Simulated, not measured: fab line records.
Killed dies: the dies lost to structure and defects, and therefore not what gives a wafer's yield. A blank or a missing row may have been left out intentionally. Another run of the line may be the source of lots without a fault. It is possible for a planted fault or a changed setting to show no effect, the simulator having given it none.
Which of the tools did it? :: flow ritCmos :: Sampling: 13 lots, 39 wafers, 3 of 202 route steps

## WHAT THE GAUGES READ, wafer by wafer
RIT_PLDD_TW_MEAS_10. Usual: PLDD_TW 2329, standard deviation 13.
lot: L770
measured: day 2 19:11
on: filmMetro-02
PLDD_TW: 2324 2311 2319
flag: 

lot: L771
measured: day 2 23:47
on: filmMetro-04
PLDD_TW: 2334 2332 2334
flag: 

lot: L772
measured: day 3 06:04
on: filmMetro-02
PLDD_TW: 2302 2329 2322
flag: 

lot: L774
measured: day 3 16:11
on: filmMetro-03
PLDD_TW: 2337 2340 2342
flag: 

lot: L776
measured: day 4 00:34
on: filmMetro-02
PLDD_TW: 2315 2312 2319
flag: 

lot: L781
measured: day 5 01:59
on: filmMetro-04
PLDD_TW: 1476 1475 1486
flag: OFF

lot: L782
measured: day 5 11:19
on: filmMetro-02
PLDD_TW: 1463 1468 1468
flag: OFF

lot: L783
measured: day 5 13:01
on: filmMetro-04
PLDD_TW: 2327 2317 2331
flag: 

lot: L784
measured: day 5 17:55
on: filmMetro-03
PLDD_TW: 2342 2340 2356
flag: 

lot: L786
measured: day 6 04:11
on: filmMetro-02
PLDD_TW: 2325 2310 2328
flag: 

lot: L788
measured: day 6 14:59
on: filmMetro-03
PLDD_TW: 2346 2334 2348
flag: 

lot: L790
measured: day 6 23:56
on: filmMetro-02
PLDD_TW: 2319 2326 2320
flag: 

lot: L791
measured: day 7 04:16
on: filmMetro-03
PLDD_TW: 2337 2347 2349
flag: 

RIT_SDANNEAL_RS_MEAS_06: uses a four-point probe to measure. Usual: PLDD_RS 178.5 ohm/sq, standard deviation 0.46.
lot: L770
measured: day 3 01:53
on: filmMetro-04
PLDD_RS (ohm/sq): 178.2 178.3 178.5
flag: 

lot: L771
measured: day 3 05:53
on: filmMetro-04
PLDD_RS (ohm/sq): 178.4 178.5 178.1
flag: 

lot: L772
measured: day 3 12:44
on: filmMetro-02
PLDD_RS (ohm/sq): 178.7 178.8 178.5
flag: 

lot: L774
measured: day 3 22:17
on: filmMetro-04
PLDD_RS (ohm/sq): 179.3 179.1 178.8
flag: 

lot: L776
measured: day 4 06:54
on: filmMetro-02
PLDD_RS (ohm/sq): 179.0 178.8 178.7
flag: 

lot: L781
measured: day 5 09:08
on: filmMetro-04
PLDD_RS (ohm/sq): 584.3 584.3 578.8
flag: OFF

lot: L782
measured: day 5 18:41
on: filmMetro-03
PLDD_RS (ohm/sq): 602.9 600.9 598.6
flag: OFF

lot: L783
measured: day 5 20:42
on: filmMetro-02
PLDD_RS (ohm/sq): 178.6 179.0 178.3
flag: 

lot: L784
measured: day 6 00:23
on: filmMetro-02
PLDD_RS (ohm/sq): 179.0 178.4 178.7
flag: 

lot: L786
measured: day 6 10:19
on: filmMetro-04
PLDD_RS (ohm/sq): 179.0 178.6 178.0
flag: 

lot: L788
measured: day 6 21:12
on: filmMetro-03
PLDD_RS (ohm/sq): 177.9 178.5 178.6
flag: 

lot: L790
measured: day 7 06:22
on: filmMetro-03
PLDD_RS (ohm/sq): 178.7 178.8 179.3
flag: 

lot: L791
measured: day 7 10:41
on: filmMetro-04
PLDD_RS (ohm/sq): 178.0 178.5 178.0
flag: 

## TOOL THAT RAN EACH LOT (tool first, then ch and the chambers of the sampled wafers, then the start)
lot: L770
RIT_PLDD_IMPLANT_08: implanter-03 ch 0, day 2 18:53

lot: L771
RIT_PLDD_IMPLANT_08: implanter-01 ch 0, day 2 23:27

lot: L772
RIT_PLDD_IMPLANT_08: implanter-04 ch 0, day 3 05:44

lot: L774
RIT_PLDD_IMPLANT_08: implanter-04 ch 0, day 3 15:52

lot: L776
RIT_PLDD_IMPLANT_08: implanter-04 ch 0, day 4 00:15

lot: L781
RIT_PLDD_IMPLANT_08: implanter-04 ch 0, day 5 01:43

lot: L782
RIT_PLDD_IMPLANT_08: implanter-04 ch 0, day 5 11:00

lot: L783
RIT_PLDD_IMPLANT_08: implanter-03 ch 0, day 5 12:43

lot: L784
RIT_PLDD_IMPLANT_08: implanter-01 ch 0, day 5 17:37

lot: L786
RIT_PLDD_IMPLANT_08: implanter-01 ch 0, day 6 03:53

lot: L788
RIT_PLDD_IMPLANT_08: implanter-01 ch 0, day 6 14:42

lot: L790
RIT_PLDD_IMPLANT_08: implanter-01 ch 0, day 6 23:37

lot: L791
RIT_PLDD_IMPLANT_08: implanter-01 ch 0, day 7 03:59
- RIT_PLDD_IMPLANT_08

## WHAT THE TOOLS THEMSELVES READ (means of the sampled wafers that have a number; where no wafer has one, the mark that the record gives instead)
RIT_PLDD_IMPLANT_08. Usual: beamOnS 10.01 s, standard deviation 0.2; doseIonsCm2 8.999e+14, standard deviation 9.7e+11; endStationPressureTorr 7.2e-06 Torr, standard deviation 4e-07; faradayCurrentUA 2820, standard deviation 54.
lot: L770
tool: implanter-03
beamOnS (s): 9.96
doseIonsCm2: 8.998e+14
endStationPressureTorr (Torr): 7.5e-06
faradayCurrentUA: 2833
flag: 

lot: L771
tool: implanter-01
beamOnS (s): 9.91
doseIonsCm2: 9.008e+14
endStationPressureTorr (Torr): 7.3e-06
faradayCurrentUA: 2850
flag: 

lot: L772
tool: implanter-04
beamOnS (s): 10.10
doseIonsCm2: 9.008e+14
endStationPressureTorr (Torr): 7.3e-06
faradayCurrentUA: 2789
flag: 

lot: L774
tool: implanter-04
beamOnS (s): 10.04
doseIonsCm2: 9.000e+14
endStationPressureTorr (Torr): 7.0e-06
faradayCurrentUA: 2809
flag: 

lot: L776
tool: implanter-04
beamOnS (s): 10.11
doseIonsCm2: 9.004e+14
endStationPressureTorr (Torr): 7.2e-06
faradayCurrentUA: 2799
flag: 

lot: L781
tool: implanter-04
beamOnS (s): 9.85
doseIonsCm2: 1.803e+14
endStationPressureTorr (Torr): 5.4e-06
faradayCurrentUA: 575
flag: OFF

lot: L782
tool: implanter-04
beamOnS (s): 10.01
doseIonsCm2: 1.795e+14
endStationPressureTorr (Torr): 5.3e-06
faradayCurrentUA: 567
flag: OFF

lot: L783
tool: implanter-03
beamOnS (s): 10.14
doseIonsCm2: 8.987e+14
endStationPressureTorr (Torr): 7.2e-06
faradayCurrentUA: 2778
flag: 

lot: L784
tool: implanter-01
beamOnS (s): 10.06
doseIonsCm2: 8.998e+14
endStationPressureTorr (Torr): 7.3e-06
faradayCurrentUA: 2804
flag: 

lot: L786
tool: implanter-01
beamOnS (s): 9.86
doseIonsCm2: 9.010e+14
endStationPressureTorr (Torr): 7.5e-06
faradayCurrentUA: 2862
flag: 

lot: L788
tool: implanter-01
beamOnS (s): 10.10
doseIonsCm2: 8.992e+14
endStationPressureTorr (Torr): 7.3e-06
faradayCurrentUA: 2804
flag: 

lot: L790
tool: implanter-01
beamOnS (s): 9.99
doseIonsCm2: 8.997e+14
endStationPressureTorr (Torr): 7.1e-06
faradayCurrentUA: 2823
flag: 

lot: L791
tool: implanter-01
beamOnS (s): 10.23
doseIonsCm2: 8.981e+14
endStationPressureTorr (Torr): 7.1e-06
faradayCurrentUA: 2751
flag: 

## THE ANSWER, worked out from the rows above alone
Rule: a lot counts as off when the mean over its wafers that have a number is more than 3 standard deviations away from the usual mean. A lot without any number at a reading at which 4 lots or more have one is off too. Any other lot the step has rows for is counted as sound. After the gauges, taken in route order, come the tools' own readings; for these a lot's mean is taken, as printed above. At the first step where some lot is off, the reading lying furthest off is the one used; lots without a number count as furthest.
Off: at RIT_PLDD_TW_MEAS_10 (PLDD_TW), L781, L782.
If a tool, at a process step before that reading, ran all the lots that are off and no sound lot after the first of them, it fits. Not tried: the gauges at RIT_PLDD_TW_MEAS_10; whatever is off there is also off at RIT_PLDD_IMPLANT_08, on other tools, and gauge error can't account for it. One fits: implanter-04 at RIT_PLDD_IMPLANT_08. Its last sound lot is L776 (day 4 00:15), its first lot that is off L781 (day 5 01:43): a fault that began between those two fits.
The tool's own readings at RIT_PLDD_IMPLANT_08 bear it out: on the lots that are off they differ by more than 5 times the standard deviation of the sound lots' means. doseIonsCm2 reads 1.799e+14 there against 8.998e+14 on the sound lots; endStationPressureTorr reads 5.3e-06 Torr there against 7.3e-06 Torr on the sound lots; faradayCurrentUA reads 571 there against 2809 on the sound lots.

## WHAT THE SIMULATOR HAD PUT IN
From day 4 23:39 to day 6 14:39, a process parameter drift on implanter-04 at RIT_PLDD_IMPLANT_08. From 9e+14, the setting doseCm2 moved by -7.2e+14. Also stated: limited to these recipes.
Lots struck among those shown: L781, L782. The same result came from the rule above.
